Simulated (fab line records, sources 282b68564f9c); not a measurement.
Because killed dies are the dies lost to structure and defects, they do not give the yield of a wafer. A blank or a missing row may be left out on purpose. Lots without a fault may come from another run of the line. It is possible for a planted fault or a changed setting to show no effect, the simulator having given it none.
fab line records / flow rit_cmos
record lots=13 wafers=39 last_day=8
route steps=202 shown ACTIVE@12 GATE@92 M1@202
lots that met no fault: taken from a fault-free run of the same line
start_h: start of the lot's first displayed wafer, in hours after the record's first day / wait_h: time in hours since the lot's previous step / " same as the row above / L1.1+2: a single row standing in for several wafers / - no value, or no start was given / * or withheld: withheld / < > ~ a bound
route shown NAME@n: names a module that has steps shown in the file, with the first one's number in the route / usual: mean/standard deviation of fault-free wafers / same: alike in all rows / chamber/n: place in a boat / sites: each site's reading / _std_site: the standard deviation of these / _edge_site: the outer-site mean with the inner-site mean subtracted / radius_mm: how far each site lies from the wafer's centre / mask NAME#n: copy n / behind: the tool/chamber that last shaped the wafer / hold: what put the lot on hold/how long, in hours/how the hold closed / device: names the non-switching transistor (n, p or np) / end of line: tests of these same wafers at the route's end / for a step that has no rows: nothing shown but its recipe / killed: the dies lost at the first sort to structure and to defects; this is not the yield of the wafer / map: a wafer's dies, x killed, . not, _ none there
set.NAME: the setting that was run; set.NAME@STEP: the one run at that earlier step / model.NAME: the simulator's own value behind a step, which no gauge read
the route's steps for a sample of lots (tables are steps, rows are wafers)
services: when a tool's chamber went out of use (start_h, in hours from the record's first day, below 0 if earlier), for how many hours, and the reason
## steps
# step RIT_ACTIVE_CD_MEAS_11
# recipe target_cd_nm=1400
# usual cd_nm=1399.7/2.5
lot.wafer=L969.1 tool=cd_sem-02 chamber=- start_h=14.44 wait_h=- cd_nm=1400.7
lot.wafer=L969.3 tool=cd_sem-02 chamber=- start_h=14.44 wait_h=- cd_nm=1400.2
lot.wafer=L969.4 tool=cd_sem-02 chamber=- start_h=14.44 wait_h=- cd_nm=1400.9
lot.wafer=L970.2 tool=cd_sem-02 chamber=- start_h=21.44 wait_h=- cd_nm=1394.0
lot.wafer=L970.3 tool=cd_sem-02 chamber=- start_h=21.44 wait_h=- cd_nm=1397.1
lot.wafer=L970.4 tool=cd_sem-02 chamber=- start_h=21.44 wait_h=- cd_nm=1394.9
lot.wafer=L971.1 tool=cd_sem-01 chamber=- start_h=26.13 wait_h=- cd_nm=1397.3
lot.wafer=L971.2 tool=cd_sem-01 chamber=- start_h=26.13 wait_h=- cd_nm=1395.4
lot.wafer=L971.5 tool=cd_sem-01 chamber=- start_h=26.13 wait_h=- cd_nm=1395.5
lot.wafer=L974.1 tool=cd_sem-01 chamber=- start_h=40.72 wait_h=- cd_nm=1399.1
lot.wafer=L974.4 tool=cd_sem-01 chamber=- start_h=40.72 wait_h=- cd_nm=1396.9
lot.wafer=L974.6 tool=cd_sem-01 chamber=- start_h=40.72 wait_h=- cd_nm=1397.8
lot.wafer=L976.2 tool=cd_sem-02 chamber=- start_h=49.97 wait_h=- cd_nm=1397.0
lot.wafer=L976.4 tool=cd_sem-02 chamber=- start_h=49.97 wait_h=- cd_nm=1398.1
lot.wafer=L976.6 tool=cd_sem-02 chamber=- start_h=49.97 wait_h=- cd_nm=1396.4
lot.wafer=L978.1 tool=cd_sem-02 chamber=- start_h=60.31 wait_h=- cd_nm=1401.7
lot.wafer=L978.5 tool=cd_sem-02 chamber=- start_h=60.31 wait_h=- cd_nm=1400.9
lot.wafer=L978.6 tool=cd_sem-02 chamber=- start_h=60.31 wait_h=- cd_nm=1402.0
lot.wafer=L979.1 tool=cd_sem-02 chamber=- start_h=64.47 wait_h=- cd_nm=1400.5
lot.wafer=L979.4 tool=cd_sem-02 chamber=- start_h=64.47 wait_h=- cd_nm=1401.2
lot.wafer=L979.5 tool=cd_sem-02 chamber=- start_h=64.47 wait_h=- cd_nm=1399.4
lot.wafer=L980.1 tool=cd_sem-02 chamber=- start_h=70.16 wait_h=- cd_nm=1403.5
lot.wafer=L980.3 tool=cd_sem-02 chamber=- start_h=70.16 wait_h=- cd_nm=1401.5
lot.wafer=L980.6 tool=cd_sem-02 chamber=- start_h=70.16 wait_h=- cd_nm=1400.6
lot.wafer=L982.2 tool=cd_sem-02 chamber=- start_h=82.29 wait_h=- cd_nm=1402.9
lot.wafer=L982.4 tool=cd_sem-02 chamber=- start_h=82.29 wait_h=- cd_nm=1403.8
lot.wafer=L982.6 tool=cd_sem-02 chamber=- start_h=82.29 wait_h=- cd_nm=1401.7
lot.wafer=L984.2 tool=cd_sem-02 chamber=- start_h=90.29 wait_h=- cd_nm=1400.7
lot.wafer=L984.4 tool=cd_sem-02 chamber=- start_h=90.29 wait_h=- cd_nm=1398.2
lot.wafer=L984.5 tool=cd_sem-02 chamber=- start_h=90.29 wait_h=- cd_nm=1399.3
lot.wafer=L985.1 tool=cd_sem-02 chamber=- start_h=94.44 wait_h=- cd_nm=1402.2
lot.wafer=L985.5 tool=cd_sem-02 chamber=- start_h=94.44 wait_h=- cd_nm=1396.7
lot.wafer=L985.6 tool=cd_sem-02 chamber=- start_h=94.44 wait_h=- cd_nm=1399.4
lot.wafer=L989.3 tool=cd_sem-02 chamber=- start_h=115.34 wait_h=- cd_nm=1392.9
lot.wafer=L989.4 tool=cd_sem-02 chamber=- start_h=115.34 wait_h=- cd_nm=1393.6
lot.wafer=L989.5 tool=cd_sem-02 chamber=- start_h=115.34 wait_h=- cd_nm=1393.3
lot.wafer=L992.1 tool=cd_sem-02 chamber=- start_h=129.77 wait_h=- cd_nm=1399.2
lot.wafer=L992.4 tool=cd_sem-02 chamber=- start_h=129.77 wait_h=- cd_nm=1400.4
lot.wafer=L992.6 tool=cd_sem-02 chamber=- start_h=129.77 wait_h=- cd_nm=1400.6
# step RIT_ACTIVE_CLEAN_15
# recipe chemistry=SC1 mix=3:3:50 time_s=600 temp_c=75
lot.wafer=L969.1+3+4 tool=wet_bench-03 chamber=2 start_h=15.14 wait_h=0.1
lot.wafer=L970.2+3+4 tool=wet_bench-02 chamber=3 start_h=22.12 wait_h=0.1
lot.wafer=L971.1+2+5 tool=wet_bench-02 chamber=3 start_h=26.83 wait_h=0.1
lot.wafer=L974.1+4+6 tool=wet_bench-03 chamber=3 start_h=41.42 wait_h=0.1
lot.wafer=L976.2+4+6 tool=wet_bench-03 chamber=0 start_h=50.64 wait_h=0.1
lot.wafer=L978.1+5+6 tool=wet_bench-02 chamber=3 start_h=61.00 wait_h=0.1
lot.wafer=L979.1+4+5 tool=wet_bench-02 chamber=1 start_h=65.17 wait_h=0.1
lot.wafer=L980.1+3+6 tool=wet_bench-03 chamber=2 start_h=70.85 wait_h=0.1
lot.wafer=L982.2+4+6 tool=wet_bench-02 chamber=0 start_h=82.97 wait_h=0.1
lot.wafer=L984.2+4+5 tool=wet_bench-03 chamber=1 start_h=91.16 wait_h=0.1
lot.wafer=L985.1+5+6 tool=wet_bench-02 chamber=0 start_h=95.14 wait_h=0.1
lot.wafer=L989.3+4+5 tool=wet_bench-02 chamber=1 start_h=116.00 wait_h=0.1
lot.wafer=L992.1+4+6 tool=wet_bench-03 chamber=2 start_h=130.47 wait_h=0.1
# step RIT_GATE_CD_MEAS_16
# recipe target_cd_nm=150
# usual cd_nm=151.6/2.4
lot.wafer=L969.1 tool=cd_sem-02 chamber=- start_h=40.69 wait_h=- cd_nm=150.6
lot.wafer=L969.3 tool=cd_sem-02 chamber=- start_h=40.69 wait_h=- cd_nm=149.6
lot.wafer=L969.4 tool=cd_sem-02 chamber=- start_h=40.69 wait_h=- cd_nm=148.7
lot.wafer=L970.2 tool=cd_sem-01 chamber=- start_h=42.97 wait_h=- cd_nm=150.0
lot.wafer=L970.3 tool=cd_sem-01 chamber=- start_h=42.97 wait_h=- cd_nm=151.5
lot.wafer=L970.4 tool=cd_sem-01 chamber=- start_h=42.97 wait_h=- cd_nm=151.3
lot.wafer=L971.1 tool=cd_sem-02 chamber=- start_h=47.74 wait_h=- cd_nm=149.7
lot.wafer=L971.2 tool=cd_sem-02 chamber=- start_h=47.74 wait_h=- cd_nm=148.7
lot.wafer=L971.5 tool=cd_sem-02 chamber=- start_h=47.74 wait_h=- cd_nm=148.1
lot.wafer=L974.1 tool=cd_sem-02 chamber=- start_h=63.15 wait_h=- cd_nm=155.4
lot.wafer=L974.4 tool=cd_sem-02 chamber=- start_h=63.15 wait_h=- cd_nm=153.4
lot.wafer=L974.6 tool=cd_sem-02 chamber=- start_h=63.15 wait_h=- cd_nm=153.8
lot.wafer=L976.2 tool=cd_sem-02 chamber=- start_h=72.37 wait_h=- cd_nm=152.4
lot.wafer=L976.4 tool=cd_sem-02 chamber=- start_h=72.37 wait_h=- cd_nm=148.4
lot.wafer=L976.6 tool=cd_sem-02 chamber=- start_h=72.37 wait_h=- cd_nm=151.8
lot.wafer=L978.1 tool=cd_sem-01 chamber=- start_h=85.25 wait_h=- cd_nm=150.8
lot.wafer=L978.5 tool=cd_sem-01 chamber=- start_h=85.25 wait_h=- cd_nm=149.1
lot.wafer=L978.6 tool=cd_sem-01 chamber=- start_h=85.25 wait_h=- cd_nm=150.6
lot.wafer=L979.1 tool=cd_sem-01 chamber=- start_h=89.11 wait_h=- cd_nm=150.3
lot.wafer=L979.4 tool=cd_sem-01 chamber=- start_h=89.11 wait_h=- cd_nm=149.5
lot.wafer=L979.5 tool=cd_sem-01 chamber=- start_h=89.11 wait_h=- cd_nm=149.3
lot.wafer=L980.1 tool=cd_sem-01 chamber=- start_h=94.55 wait_h=- cd_nm=148.2
lot.wafer=L980.3 tool=cd_sem-01 chamber=- start_h=94.55 wait_h=- cd_nm=149.3
lot.wafer=L980.6 tool=cd_sem-01 chamber=- start_h=94.55 wait_h=- cd_nm=147.8
lot.wafer=L982.2 tool=cd_sem-02 chamber=- start_h=104.03 wait_h=- cd_nm=150.1
lot.wafer=L982.4 tool=cd_sem-02 chamber=- start_h=104.03 wait_h=- cd_nm=150.2
lot.wafer=L982.6 tool=cd_sem-02 chamber=- start_h=104.03 wait_h=- cd_nm=152.6
lot.wafer=L984.2 tool=cd_sem-02 chamber=- start_h=113.47 wait_h=- cd_nm=154.0
lot.wafer=L984.4 tool=cd_sem-02 chamber=- start_h=113.47 wait_h=- cd_nm=152.8
lot.wafer=L984.5 tool=cd_sem-02 chamber=- start_h=113.47 wait_h=- cd_nm=152.8
lot.wafer=L985.1 tool=cd_sem-02 chamber=- start_h=117.82 wait_h=- cd_nm=149.2
lot.wafer=L985.5 tool=cd_sem-02 chamber=- start_h=117.82 wait_h=- cd_nm=149.6
lot.wafer=L985.6 tool=cd_sem-02 chamber=- start_h=117.82 wait_h=- cd_nm=149.3
lot.wafer=L989.3 tool=cd_sem-02 chamber=- start_h=144.44 wait_h=- cd_nm=154.4
lot.wafer=L989.4 tool=cd_sem-02 chamber=- start_h=144.44 wait_h=- cd_nm=151.9
lot.wafer=L989.5 tool=cd_sem-02 chamber=- start_h=144.44 wait_h=- cd_nm=152.4
lot.wafer=L992.1 tool=cd_sem-01 chamber=- start_h=163.97 wait_h=- cd_nm=152.1
lot.wafer=L992.4 tool=cd_sem-01 chamber=- start_h=163.97 wait_h=- cd_nm=152.4
lot.wafer=L992.6 tool=cd_sem-01 chamber=- start_h=163.97 wait_h=- cd_nm=152.3
# step RIT_GATE_STRIP_20
# recipe chemistry=O2 time_s=180 resist=NOVOLAK platen_temp_c=withheld power_w=500 pressure_mtorr=4000 o2_flow_sccm=4000
# usual drypump_motor_current_A=5.7/0.52
lot.wafer=L969.1 tool=plasma_asher-03 chamber=0 start_h=41.10 wait_h=0.1 drypump_motor_current_A=5.3 rf_hours_counter_h=41
lot.wafer=L969.3 tool=plasma_asher-03 chamber=0 start_h=41.10 wait_h=0.1 drypump_motor_current_A=5.3 rf_hours_counter_h=-
lot.wafer=L969.4 tool=plasma_asher-03 chamber=1 start_h=41.10 wait_h=0.1 drypump_motor_current_A=5.6 rf_hours_counter_h=-
lot.wafer=L970.2 tool=plasma_asher-02 chamber=1 start_h=43.36 wait_h=0.1 drypump_motor_current_A=5.7 rf_hours_counter_h=26
lot.wafer=L970.3 tool=plasma_asher-02 chamber=0 start_h=43.36 wait_h=0.1 drypump_motor_current_A=6.3 rf_hours_counter_h=-
lot.wafer=L970.4 tool=plasma_asher-02 chamber=1 start_h=43.36 wait_h=0.1 drypump_motor_current_A=5.6 rf_hours_counter_h=-
lot.wafer=L971.1 tool=plasma_asher-03 chamber=0 start_h=48.16 wait_h=0.1 drypump_motor_current_A=5.3 rf_hours_counter_h=41
lot.wafer=L971.2 tool=plasma_asher-03 chamber=1 start_h=48.16 wait_h=0.1 drypump_motor_current_A=5.6 rf_hours_counter_h=41
lot.wafer=L971.5 tool=plasma_asher-03 chamber=1 start_h=48.16 wait_h=0.1 drypump_motor_current_A=5.6 rf_hours_counter_h=-
lot.wafer=L974.1 tool=plasma_asher-03 chamber=0 start_h=63.56 wait_h=0.1 drypump_motor_current_A=5.3 rf_hours_counter_h=43
lot.wafer=L974.4 tool=plasma_asher-03 chamber=1 start_h=63.56 wait_h=0.1 drypump_motor_current_A=5.6 rf_hours_counter_h=-
lot.wafer=L974.6 tool=plasma_asher-03 chamber=0 start_h=63.56 wait_h=0.1 drypump_motor_current_A=5.3 rf_hours_counter_h=-
lot.wafer=L976.2 tool=plasma_asher-02 chamber=0 start_h=72.76 wait_h=0.1 drypump_motor_current_A=6.3 rf_hours_counter_h=29
lot.wafer=L976.4 tool=plasma_asher-02 chamber=0 start_h=72.76 wait_h=0.1 drypump_motor_current_A=6.2 rf_hours_counter_h=-
lot.wafer=L976.6 tool=plasma_asher-02 chamber=0 start_h=72.76 wait_h=0.1 drypump_motor_current_A=6.3 rf_hours_counter_h=-
lot.wafer=L978.1 tool=plasma_asher-02 chamber=0 start_h=85.67 wait_h=0.1 drypump_motor_current_A=6.3 rf_hours_counter_h=31
lot.wafer=L978.5 tool=plasma_asher-02 chamber=1 start_h=85.67 wait_h=0.1 drypump_motor_current_A=5.7 rf_hours_counter_h=-
lot.wafer=L978.6 tool=plasma_asher-02 chamber=0 start_h=85.67 wait_h=0.1 drypump_motor_current_A=6.3 rf_hours_counter_h=-
lot.wafer=L979.1 tool=plasma_asher-02 chamber=0 start_h=89.52 wait_h=0.1 drypump_motor_current_A=6.3 rf_hours_counter_h=31
lot.wafer=L979.4 tool=plasma_asher-02 chamber=1 start_h=89.52 wait_h=0.1 drypump_motor_current_A=5.7 rf_hours_counter_h=-
lot.wafer=L979.5 tool=plasma_asher-02 chamber=1 start_h=89.52 wait_h=0.1 drypump_motor_current_A=5.7 rf_hours_counter_h=-
lot.wafer=L980.1 tool=plasma_asher-03 chamber=1 start_h=94.96 wait_h=0.1 drypump_motor_current_A=5.6 rf_hours_counter_h=47
lot.wafer=L980.3 tool=plasma_asher-03 chamber=1 start_h=94.96 wait_h=0.1 drypump_motor_current_A=5.6 rf_hours_counter_h=-
lot.wafer=L980.6 tool=plasma_asher-03 chamber=0 start_h=94.96 wait_h=0.1 drypump_motor_current_A=5.3 rf_hours_counter_h=-
lot.wafer=L982.2 tool=plasma_asher-01 chamber=1 start_h=104.43 wait_h=0.1 drypump_motor_current_A=5.0 rf_hours_counter_h=44
lot.wafer=L982.4 tool=plasma_asher-01 chamber=0 start_h=104.43 wait_h=0.1 drypump_motor_current_A=6.6 rf_hours_counter_h=-
lot.wafer=L982.6 tool=plasma_asher-01 chamber=1 start_h=104.43 wait_h=0.1 drypump_motor_current_A=5.0 rf_hours_counter_h=-
lot.wafer=L984.2 tool=plasma_asher-02 chamber=1 start_h=113.93 wait_h=0.1 drypump_motor_current_A=5.6 rf_hours_counter_h=34
lot.wafer=L984.4 tool=plasma_asher-02 chamber=0 start_h=113.93 wait_h=0.1 drypump_motor_current_A=6.2 rf_hours_counter_h=-
lot.wafer=L984.5 tool=plasma_asher-02 chamber=0 start_h=113.93 wait_h=0.1 drypump_motor_current_A=6.2 rf_hours_counter_h=-
lot.wafer=L985.1 tool=plasma_asher-01 chamber=1 start_h=118.23 wait_h=0.1 drypump_motor_current_A=5.0 rf_hours_counter_h=0
lot.wafer=L985.5 tool=plasma_asher-01 chamber=1 start_h=118.23 wait_h=0.1 drypump_motor_current_A=5.0 rf_hours_counter_h=-
lot.wafer=L985.6 tool=plasma_asher-01 chamber=0 start_h=118.23 wait_h=0.1 drypump_motor_current_A=6.6 rf_hours_counter_h=-
lot.wafer=L989.3 tool=plasma_asher-03 chamber=1 start_h=144.96 wait_h=0.1 drypump_motor_current_A=5.6 rf_hours_counter_h=-
lot.wafer=L989.4 tool=plasma_asher-03 chamber=0 start_h=144.96 wait_h=0.1 drypump_motor_current_A=5.3 rf_hours_counter_h=-
lot.wafer=L989.5 tool=plasma_asher-03 chamber=1 start_h=144.96 wait_h=0.1 drypump_motor_current_A=5.6 rf_hours_counter_h=-
lot.wafer=L992.1 tool=plasma_asher-01 chamber=0 start_h=164.38 wait_h=0.1 drypump_motor_current_A=6.6 rf_hours_counter_h=3
lot.wafer=L992.4 tool=plasma_asher-01 chamber=0 start_h=164.38 wait_h=0.1 drypump_motor_current_A=6.6 rf_hours_counter_h=-
lot.wafer=L992.6 tool=plasma_asher-01 chamber=1 start_h=164.38 wait_h=0.1 drypump_motor_current_A=5.0 rf_hours_counter_h=-
# step RIT_M1_PROBE_99
# usual killed_at_M0_to_M3=0.0/0.12 killed_at_contacts=0.1/0.24 killed_at_front_end=6.7/2.9 killed_dies=6.8/2.9 killed_on_rim=1.8/1.4 killed_open=3.5/2 killed_short=3.2/1.9
# same gross_dies=264 killed_at_M4_up=0 killed_at_back_side=0 killed_at_other=0
lot.wafer=L974.1 tool=prober-02 chamber=- start_h=83.79 wait_h=0.1 killed_at_M0_to_M3=0 killed_at_contacts=0 killed_at_front_end=6 killed_dies=6 killed_on_rim=2 killed_open=3 killed_short=3
lot.wafer=L974.4 tool=prober-02 chamber=- start_h=83.94 wait_h=0.2 killed_at_M0_to_M3=0 killed_at_contacts=0 killed_at_front_end=10 killed_dies=10 killed_on_rim=3 killed_open=7 killed_short=3
lot.wafer=L974.6 tool=prober-02 chamber=- start_h=84.04 wait_h=0.2 killed_at_M0_to_M3=0 killed_at_contacts=0 killed_at_front_end=11 killed_dies=11 killed_on_rim=1 killed_open=8 killed_short=3
lot.wafer=L989.3 tool=prober-01 chamber=- start_h=166.88 wait_h=0.2 killed_at_M0_to_M3=0 killed_at_contacts=0 killed_at_front_end=27 killed_dies=27 killed_on_rim=9 killed_open=5 killed_short=1
lot.wafer=L989.4 tool=prober-01 chamber=- start_h=166.93 wait_h=0.2 killed_at_M0_to_M3=0 killed_at_contacts=0 killed_at_front_end=23 killed_dies=23 killed_on_rim=9 killed_open=3 killed_short=1
lot.wafer=L989.5 tool=prober-01 chamber=- start_h=166.98 wait_h=0.2 killed_at_M0_to_M3=0 killed_at_contacts=0 killed_at_front_end=27 killed_dies=27 killed_on_rim=11 killed_open=1 killed_short=3
# killed by level:class
L974.1 FOX2:geometric_particle:open=2 GATE:geometric_particle:short=2 FOX1:geometric_particle:open=1 SILICIDE:geometric_particle:short=1
L974.4 GATE:geometric_particle:open=2 SPACER:geometric_particle:open=2 SILICIDE:geometric_particle:open=2 FOX1:geometric_particle:short=1 FOX2:geometric_particle:short=1 GATE:geometric_particle:short=1 REOX:geometric_particle:open=1
L974.6 GATE:geometric_particle:open=4 GATE:geometric_particle:short=3 SPACER:geometric_particle:open=2 REOX:geometric_particle:open=1 SILICIDE:geometric_particle:open=1
L989.3 ACTIVE:unspecified=21 REOX:geometric_particle:open=2 SPACER:geometric_particle:open=2 GATE:geometric_particle:open=1 REOX:geometric_particle:short=1
L989.4 ACTIVE:unspecified=19 FOX1:geometric_particle:open=1 GATE:geometric_particle:open=1 GATE:geometric_particle:short=1 SILICIDE:geometric_particle:open=1
L989.5 ACTIVE:unspecified=22 FOX1:geometric_particle:short=2 GATE:geometric_particle:open=1 SILICIDE:geometric_particle:short=1 PLDD:coat_microbubble_printed=1
## services
tool=plasma_asher-02 chamber=- start_h=32.06 hours=0.5 kind=repair
tool=plasma_asher-01 chamber=- start_h=65.01 hours=13.4 kind=repair
tool=plasma_asher-01 chamber=- start_h=108.75 hours=9.0 kind=pm
tool=plasma_asher-01 chamber=0 start_h=108.75 hours=9.0 kind=vent_cycle
tool=plasma_asher-01 chamber=1 start_h=108.75 hours=9.0 kind=vent_cycle
tool=plasma_asher-01 chamber=0 start_h=117.75 hours=- kind=clean
tool=plasma_asher-01 chamber=1 start_h=117.75 hours=- kind=clean
tool=plasma_asher-01 chamber=- start_h=119.94 hours=4.3 kind=repair
tool=wet_bench-03 chamber=- start_h=163.57 hours=3.1 kind=repair
## key
first_sign step=RIT_M1_PROBE_99 reading=killed_at_front_end direction=up sigmas=6.6 usual=6.7 struck=25.7
effect step=RIT_M1_PROBE_99 reading=killed_dies direction=up sigmas=6.6 usual=6.8 struck=25.7
met_at RIT_ACTIVE_CLEAN_15
struck_lots L989
struck_wafers L989.3,L989.4,L989.5
tester_left_out L989
not_acting_at RIT_ACTIVE_CD_MEAS_11,RIT_GATE_CD_MEAS_16,RIT_GATE_STRIP_20
onset_between 65.17 116.00
fault kind=chamber_particle_source tool=wet_bench-02 chamber=1 onset_h=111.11 steps=RIT_ACTIVE_CLEAN_15 rate_per_visit_cm2=0.74538 end_h=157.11
# tester_left_out: of these lots the tester's yield and bins aren't shown, on N5 and GAA mostly nor the transistor test; their killed dies are dies lost to structure and defects alone, not to doping, threshold or leakage, so they don't give the yield
